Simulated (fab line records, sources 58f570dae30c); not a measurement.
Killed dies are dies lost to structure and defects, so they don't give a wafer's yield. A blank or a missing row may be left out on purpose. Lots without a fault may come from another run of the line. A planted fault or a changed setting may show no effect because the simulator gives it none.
Chamber matching | flow berkeley_cmos170 | UCB170_GATE_ETCH_15 on rie_si-01: 4 sister chambers
The step etches poly-Si in HBr/Cl2, stops on SiO2, time 56.3 s, target depth 278.2 nm. 8 wafers are shown with their chamber, then 8 later ones without.

WAFERS WITH THEIR CHAMBER
wafer  | chamber | drypump_motor_current_A (A) | throttle_valve_pct (%)
L201.2 | 3       | 5.7                         | 26.51
L204.2 | 1       | 5.7                         | 27.01
L204.3 | 3       | 5.7                         | 26.51
L204.5 | 2       | 6.4                         | 26.70
L202.1 | 0       | 5.8                         | 26.32
L202.5 | 0       | 5.8                         | 26.33
L202.6 | 1       | 5.7                         | 27.03
L205.1 | 2       | 6.3                         | 26.71

WAFERS WITHOUT THEIR CHAMBER
wafer  | drypump_motor_current_A (A) | throttle_valve_pct (%)
L205.2 | 5.7                         | 27.02
L205.6 | 5.7                         | 27.03
L214.1 | 6.4                         | 26.71
L214.2 | 5.7                         | 26.52
L214.3 | 5.8                         | 26.32
L217.1 | 6.3                         | 26.69
L217.2 | 5.8                         | 27.03
L217.4 | 5.8                         | 26.32

WHICH CHAMBER EACH WENT THROUGH
wafer  | from the rows above | in truth
L205.2 | 1                   | 1
L205.6 | 1                   | 1
L214.1 | 2                   | 2
L214.2 | 3                   | 3
L214.3 | 0                   | 0
L217.1 | 2                   | 2
L217.2 | 1                   | 1
L217.4 | 0                   | 0
Placed correctly: 8 of 8. Can't be placed from these rows: 0. Placed wrongly: 0.
How it was worked out, from the rows above alone: a wafer's distance from a chamber is the root of the sum, over the readings, of the square of ((its reading less the chamber's mean) divided by the reading's scatter). The wafer belongs to the nearest chamber; if the next one is less than 2 further off, it can't be placed. A chamber's mean is the mean of its shown wafers. The scatter: the root of (the sum of the squares of (reading less its chamber's mean) over the shown wafers, divided by (wafers less chambers)).
